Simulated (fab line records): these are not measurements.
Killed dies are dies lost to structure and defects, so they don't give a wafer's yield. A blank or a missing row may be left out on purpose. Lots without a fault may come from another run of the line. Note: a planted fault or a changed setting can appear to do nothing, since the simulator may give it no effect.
The tool behind it: which one? / flow rit_cmos / 13 lots (39 wafers sampled), 1 step of a 202-step route

== WHAT THE GAUGES SHOWED, per wafer ==
Not one reading of a measure or inspect step in the record can be checked against a usual standard deviation.

== WHICH TOOL RAN EACH LOT (tool, then ch and the chambers of the sampled wafers, then the start) ==
lot=L508; RIT_GATE_ETCH_19=rie_si-01 ch 0,2, day 2 11:57
lot=L510; RIT_GATE_ETCH_19=rie_si-01 ch 0,1,3, day 2 23:04
lot=L512; RIT_GATE_ETCH_19=rie_si-01 ch 1,2,3, day 3 09:34
lot=L513; RIT_GATE_ETCH_19=rie_si-02 ch 0,1,2, day 3 13:31
lot=L514; RIT_GATE_ETCH_19=rie_si-01 ch 0,2,3, day 3 18:17
lot=L515; RIT_GATE_ETCH_19=rie_si-02 ch 0,1,2, day 4 00:05
lot=L516; RIT_GATE_ETCH_19=rie_si-01 ch 2,3, day 4 05:35
lot=L520; RIT_GATE_ETCH_19=rie_si-01 ch 2,3, day 5 01:02
lot=L524; RIT_GATE_ETCH_19=rie_si-02 ch 0,2,3, day 5 20:59
lot=L525; RIT_GATE_ETCH_19=rie_si-02 ch 0,1, day 6 01:22
lot=L526; RIT_GATE_ETCH_19=rie_si-02 ch 0,1, day 6 07:04
lot=L529; RIT_GATE_ETCH_19=rie_si-02 ch 1,2,3, day 6 21:52
lot=L531; RIT_GATE_ETCH_19=rie_si-02 ch 0,2,3, day 7 07:06
- RIT_GATE_ETCH_19: etches poly-Si in SF6/CHF3/O2, stops on SiO2, time 165 s, target depth 312.5 nm.

== WHAT THE TOOLS THEMSELVES READ (means of the sampled wafers that have a number; where no wafer has one, the mark that the record gives instead) ==
RIT_GATE_ETCH_19. Usual: drypump_motor_current_A 5.5 A, standard deviation 0.54; oes_product_au 0.849 a.u., standard deviation 0.014; run_length_s 193.5 s, standard deviation 0.42; throttle_valve_pct 10.26 %, standard deviation 0.15.
lot=L508; tool=rie_si-01; drypump_motor_current_A (A)=6.2; oes_product_au (a.u.)=0.854; run_length_s (s)=193.0; throttle_valve_pct (%)=10.33; flag=
lot=L510; tool=rie_si-01; drypump_motor_current_A (A)=6.0; oes_product_au (a.u.)=0.854; run_length_s (s)=192.8; throttle_valve_pct (%)=10.43; flag=
lot=L512; tool=rie_si-01; drypump_motor_current_A (A)=5.7; oes_product_au (a.u.)=0.854; run_length_s (s)=193.3; throttle_valve_pct (%)=10.38; flag=
lot=L513; tool=rie_si-02; drypump_motor_current_A (A)=5.3; oes_product_au (a.u.)=0.841; run_length_s (s)=193.8; throttle_valve_pct (%)=10.14; flag=
lot=L514; tool=rie_si-01; drypump_motor_current_A (A)=5.9; oes_product_au (a.u.)=0.861; run_length_s (s)=193.3; throttle_valve_pct (%)=10.36; flag=
lot=L515; tool=rie_si-02; drypump_motor_current_A (A)=5.3; oes_product_au (a.u.)=0.846; run_length_s (s)=193.5; throttle_valve_pct (%)=10.15; flag=
lot=L516; tool=rie_si-01; drypump_motor_current_A (A)=5.6; oes_product_au (a.u.)=0.866; run_length_s (s)=193.5; throttle_valve_pct (%)=10.39; flag=
lot=L520; tool=rie_si-01; drypump_motor_current_A (A)=5.7; oes_product_au (a.u.)=0.775; run_length_s (s)=224.0; throttle_valve_pct (%)=10.33; flag=OFF
lot=L524; tool=rie_si-02; drypump_motor_current_A (A)=5.5; oes_product_au (a.u.)=0.826; run_length_s (s)=193.6; throttle_valve_pct (%)=10.18; flag=
lot=L525; tool=rie_si-02; drypump_motor_current_A (A)=5.3; oes_product_au (a.u.)=0.839; run_length_s (s)=193.5; throttle_valve_pct (%)=10.23; flag=
lot=L526; tool=rie_si-02; drypump_motor_current_A (A)=5.3; oes_product_au (a.u.)=0.843; run_length_s (s)=193.6; throttle_valve_pct (%)=10.21; flag=
lot=L529; tool=rie_si-02; drypump_motor_current_A (A)=5.1; oes_product_au (a.u.)=0.853; run_length_s (s)=193.7; throttle_valve_pct (%)=10.25; flag=
lot=L531; tool=rie_si-02; drypump_motor_current_A (A)=5.5; oes_product_au (a.u.)=0.846; run_length_s (s)=193.6; throttle_valve_pct (%)=10.16; flag=

== THE ANSWER, worked out from the rows above alone ==
Rule: a lot is off if the mean of its wafers that have a number lies more than 3 standard deviations from the usual mean. A lot without any number at a reading at which 4 lots or more have one is off too. All remaining lots with rows at the step are treated as sound. The gauges are gone through in route order, then the tools' own readings, and for those a lot's mean is taken as printed above. At the first step where some lot is off, the reading lying furthest off is the one used; lots without a number count as furthest.
Off, at RIT_GATE_ETCH_19 on run_length_s: L520.
A tool fits if, at that step or a process step before it, it ran every lot that is off, and no sound lot after the first of them. One fits: rie_si-01 at RIT_GATE_ETCH_19. A fault onset in the window from L516 (day 4 05:35, its last sound lot) to L520 (day 5 01:02, its first lot off) fits.
The tool's own readings at RIT_GATE_ETCH_19 bear it out: on the lots that are off they differ by more than 5 times the standard deviation of the sound lots' means. oes_product_au reads 0.775 a.u. there against 0.849 a.u. on the sound lots; run_length_s reads 224.0 s there against 193.4 s on the sound lots.

== WHAT WAS PUT IN BY THE SIMULATOR ==
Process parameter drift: rie_si-01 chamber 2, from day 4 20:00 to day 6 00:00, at RIT_GATE_ETCH_19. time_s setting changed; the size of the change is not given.
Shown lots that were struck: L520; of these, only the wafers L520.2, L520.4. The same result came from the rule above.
